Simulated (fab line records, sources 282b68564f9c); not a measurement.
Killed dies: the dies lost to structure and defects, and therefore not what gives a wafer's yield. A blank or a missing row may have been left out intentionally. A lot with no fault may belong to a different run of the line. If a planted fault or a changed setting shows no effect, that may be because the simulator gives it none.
What tool caused it?	flow ritCmos	14 lots with 42 wafers sampled at 2 steps, on a route of 202 steps

== WHAT THE GAUGES SHOWED, per wafer ==
RIT_CONTACT_THK_MEAS_01.
lot	measured	on	CONTACT_TEOS_THK (nm)
L753	day 3 21:56	filmMetro-03	399 397 399
L754	day 3 22:14	filmMetro-02	391 394 399
L755	day 4 07:25	filmMetro-02	398 401 405
L756	day 4 12:15	filmMetro-01	402 406 407
L758	day 4 22:25	filmMetro-02	396 404 403
L759	day 5 02:41	filmMetro-03	396 402 403
L762	day 5 16:50	filmMetro-03	234 400 398 234 400 398
L766	day 6 06:21	filmMetro-03	228 396 397 228 396 397
L767	day 6 14:26	filmMetro-03	407 404 405
L769	day 6 23:28	filmMetro-02	399 396 397
L770	day 7 01:07	filmMetro-03	394 396 403
L772	day 7 13:04	filmMetro-01	397 403 406
L774	day 8 06:26	filmMetro-01	395 397 397
L775	day 8 07:29	filmMetro-02	395 399 398

== WHICH TOOL RAN EACH LOT (tool, then ch and the chambers of the sampled wafers, then the start) ==
lot	RIT_CONTACT_CVD_00
L753	pecvd-02 ch 0,1,2, day 3 21:52
L754	pecvd-04 ch 0,1,2, day 3 22:10
L755	pecvd-03 ch 0,1,2, day 4 07:22
L756	pecvd-02 ch 0,2, day 4 12:11
L758	pecvd-03 ch 0,1, day 4 22:21
L759	pecvd-02 ch 0,1, day 5 02:38
L762	pecvd-02 ch 0,2, day 5 16:46
L766	pecvd-02 ch 0,1,2, day 6 06:18
L767	pecvd-03 ch 0,1,2, day 6 14:22
L769	pecvd-04 ch 0,2, day 6 23:25
L770	pecvd-03 ch 0,2, day 7 01:04
L772	pecvd-04 ch 1,2, day 7 13:01
L774	pecvd-03 ch 0,2, day 8 06:23
L775	pecvd-04 ch 0,1,2, day 8 07:26
- RIT_CONTACT_CVD_00: deposits SiO2 from TEOS, target thk 400 nm, time 61 s.

== AS READ BY THE TOOLS THEMSELVES (means over the sampled wafers that have a number; for cases with no such wafer, the mark the record gives instead) ==
RIT_CONTACT_CVD_00.
lot	tool	heaterPowerW (W)
L753	pecvd-02	331
L754	pecvd-04	376
L755	pecvd-03	322
L756	pecvd-02	336
L758	pecvd-03	353
L759	pecvd-02	330
L762	pecvd-02	310
L766	pecvd-02	318
L767	pecvd-03	301
L769	pecvd-04	320
L770	pecvd-03	316
L772	pecvd-04	362
L774	pecvd-03	326
L775	pecvd-04	339

== THE ANSWER, worked out from the rows above alone ==
Rule: the lots themselves supply what counts as usual. Put in order of their means at a reading, lots are off if they are a third of the lots or fewer, leave a main group of 4 or more, and stand apart from it by a gap of 3 or more times the standard deviation of the main group's means; of several such gaps the widest counts. The tables above print the reading to a certain number of digits; a main group whose means all agree to those digits is not used. A lot without any number at a reading at which 4 lots or more have one is off too. Any other lot the step has rows for is counted as sound. The gauges are gone through in route order, then the tools' own readings, and for those a lot's mean is taken as printed above. The first step at which some lot is off is used, and at that step the reading that is off furthest; a lot without a number counts as furthest.
Off: at RIT_CONTACT_THK_MEAS_01 (CONTACT_TEOS_THK), L762, L766. The main group: mean 400 nm, standard deviation 3.2.
A tool fits if, at a process step before that reading, it ran every lot that is off, and no sound lot after the first of them. The gauges at RIT_CONTACT_THK_MEAS_01 are tried like those tools. One candidate fits, namely pecvd-02 at RIT_CONTACT_CVD_00. Its last sound lot is L759 (day 5 02:38), its first lot that is off L762 (day 5 16:46): a fault that began between those two fits.

== WHAT HAD BEEN PUT IN BY THE SIMULATOR ==
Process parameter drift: pecvd-02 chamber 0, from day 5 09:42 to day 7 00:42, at RIT_CONTACT_CVD_00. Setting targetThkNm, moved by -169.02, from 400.
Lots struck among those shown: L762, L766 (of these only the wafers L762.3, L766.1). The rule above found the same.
